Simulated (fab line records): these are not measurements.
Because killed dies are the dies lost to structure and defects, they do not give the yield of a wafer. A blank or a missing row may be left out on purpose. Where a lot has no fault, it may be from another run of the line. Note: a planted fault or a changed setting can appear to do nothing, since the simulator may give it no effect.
Code-filled problem report in 8D (eight disciplines) form + flow rit cmos + the parts of the form that need people (team, actions taken, sign-off) are left out

## 1. WHAT WENT WRONG
Wafers free of any fault read 2150 (standard deviation 9.1) for NWELL_TW at RIT_NWELL_TW_MEAS_10, against a mean of 2491 on 9 wafers of 3 lots. That puts it +37 standard deviations away from the usual mean.
First seen on wafer L602.2, day 4 04:50, on film metro-02. The record has a number at this step for 45 wafers belonging to 15 lots. By rule, "out" or "out of limits" means more than 4 standard deviations away from the usual mean. Any other wafer with a number is counted as sound.

## 2. WHAT IT IS, AND WHAT IT ISN'T
| question                    | is                           | is not                                                                                       |
|-----------------------------|------------------------------|----------------------------------------------------------------------------------------------|
| which readings at this step | NWELL_TW                     | -                                                                                            |
| which lots                  | L602, L603, L604             | L591, L593, L594, L596, L597, L600, L601, L607, L611, L612, L613, L614                       |
| which wafers of those lots  | all that have a number       | -                                                                                            |
| read on which gauges        | film metro-02, film metro-03 | film metro-01                                                                                |
| when                        | from day 4 04:50             | up to then (21 sound wafers); but 15 sound wafers of L607, L611, L612, L613, L614 came after |

## 3. WHAT RULES OUT EACH SUSPECT
Counting: a tool at any process step up to the reading remains a suspect when it ran all the lots that are out and ran no sound lot after the first of those.
- the gauge at RIT_NWELL_TW_MEAS_10: ruled out. Those wafers that are out were read across 2 gauges (film metro-02, film metro-03).
- implanter-04 at RIT_NWELL_IMPLANT_08: kept. All lots that are out passed through it, beginning with L602 at day 4 04:31, and no sound lot followed; its final sound lot before that point was L600 at day 3 18:26. On those wafers its own readings are out: dose ions cm2, faraday current uA.
The count leaves implanter-04 at RIT_NWELL_IMPLANT_08.

## 4. THE CAUSE (what the simulator had put in)
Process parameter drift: implanter-04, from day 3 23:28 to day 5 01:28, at RIT_NWELL_IMPLANT_08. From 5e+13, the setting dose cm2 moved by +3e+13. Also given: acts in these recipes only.
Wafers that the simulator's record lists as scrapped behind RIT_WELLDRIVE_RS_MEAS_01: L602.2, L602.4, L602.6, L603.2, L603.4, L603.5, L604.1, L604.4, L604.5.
Counting left only this tool.

## 5. SEQUENCE OF EFFECTS, ordered by route
One row per reading whose mean, taken over the struck wafers that have a number, lies over 3 standard deviations from the usual. Readings are gone through only where the record gives a usual standard deviation; hours: the median, over the lots, of the time from a lot's start at the first step in this table giving one to that lot's start at this step; sigmas: the change measured in usual standard deviations.
| hours | step                     | reading            | usual        | on struck wafers | change     | sigmas      |
|-------|--------------------------|--------------------|--------------|------------------|------------|-------------|
| 0     | RIT_NWELL_IMPLANT_08     | dose ions cm2      | 4.999e+13    | 7.998e+13        | +2.999e+13 | +99 or more |
| 0     | RIT_NWELL_IMPLANT_08     | faraday current uA | 158          | 252              | +94        | +30         |
| 0     | RIT_NWELL_TW_MEAS_10     | NWELL_TW           | 2150         | 2491             | +341       | +37         |
| 10    | RIT_WELLDRIVE_RS_MEAS_01 | NWELL_RS           | 275.6 ohm/sq | 208.3            | -67.3      | -92         |
It contains these process steps:
- RIT_NWELL_IMPLANT_08

## 6. WHAT WOULD HAVE CAUGHT IT SOONER
The first out-of-limits reading at a measuring or inspecting step in this record came at day 4 04:50, 5 hours after the fault's start at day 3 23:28.
The tool's own readings at RIT_NWELL_IMPLANT_08 were out on every struck wafer that the step has a row for (dose ions cm2, faraday current uA): an alarm limit on them would have fired on the first of those.
Among the 3 lots that are out, L603, L604 began RIT_NWELL_IMPLANT_08 on implanter-04 after day 4 04:50. A hold on the tool at that time would have spared those 2.
